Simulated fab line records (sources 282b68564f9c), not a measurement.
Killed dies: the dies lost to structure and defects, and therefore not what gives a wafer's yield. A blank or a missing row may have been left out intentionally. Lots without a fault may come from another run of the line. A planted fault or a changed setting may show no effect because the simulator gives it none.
Problem report in the 8D (eight disciplines) form, filled by code	flow ritCmos	the parts of the form that need people (team, actions taken, sign-off) are left out

1. WHAT WENT WRONG
A mean of 212.7 s is read at RIT_ACTIVE_ETCH_13 for runLengthS, taken on 1 wafer of 1 lot, against 238.4 s (standard deviation 0.43) on wafers free of any fault. That puts it -60 standard deviations away from the usual mean.
The step: etches Si3N4 in SF6, stops on SiO2, time 210 s, target depth 210 nm.
The first sign was on wafer L214.6 at day 4 15:35, on rieDiel-02. At this step, 15 wafers from 5 lots have a number in the record. Rule for "out", or "out of limits": more than 4 standard deviations from the usual mean. All remaining wafers that have a number are taken as sound.

2. WHAT THIS IS AND IS NOT
question	is	is not
which readings at this step	runLengthS, oesProductAu	SF6_flow_sccm, drypumpMotorCurrentA
which lots	L214	L205, L218, L220, L221
which wafers of those lots	L214.6	L214.4, L214.5
read on which tools	rieDiel-02	rieDiel-03, rieDiel-04
when	from day 4 15:35	up to then (5 sound wafers); but 9 sound wafers of L218, L220, L221 came after

3. THE SUSPECTS, EACH WITH WHAT RULES IT OUT
Counting: a tool at a process step up to the reading stays a suspect if it ran every lot that is out. Sound lots after the first of them don't rule it out here, since some wafers of a struck lot are sound.
- rieDiel-02 at RIT_ACTIVE_ETCH_13 (etches Si3N4 in SF6, stops on SiO2, time 210 s, target depth 210 nm): kept. It ran the lot that is out, L214 (day 4 15:35). Its own readings are out on those wafers: oesProductAu, runLengthS.
- rieDiel-02, RIT_ACTIVE_ETCH_13: wafers that are out in chamber 1, sound lot-mates in chambers 0, 2.
Left after counting: rieDiel-02 at RIT_ACTIVE_ETCH_13.

4. THE CAUSE (what the simulator had put in)
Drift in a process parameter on rieDiel-02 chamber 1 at RIT_ACTIVE_ETCH_13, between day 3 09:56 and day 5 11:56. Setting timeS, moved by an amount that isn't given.
This tool alone remained once counting was done.

5. SEQUENCE OF EFFECTS, ordered by route
One row per reading whose mean, taken over the struck wafers that have a number, lies over 3 standard deviations from the usual. Only readings for which the record gives a usual standard deviation are gone through. hours: the time from each lot's start at the first step in this table that gives one to its start at this step, as a median over the lots. sigmas: the change in usual standard deviations.
hours	step	reading	usual	on struck wafers	change	sigmas
0	RIT_ACTIVE_ETCH_13	oesProductAu	0.823 a.u.	0.948	+0.125	+8.3
0	RIT_ACTIVE_ETCH_13	runLengthS	238.4 s	212.7	-25.7	-60
It contains these process steps:
- RIT_ACTIVE_ETCH_13: etches Si3N4 in SF6, stops on SiO2, time 210 s, target depth 210 nm.

6. WHAT WOULD HAVE CAUGHT IT SOONER
First out-of-limits reading in this record: day 4 15:35, which is 30 hours after fault onset at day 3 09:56.
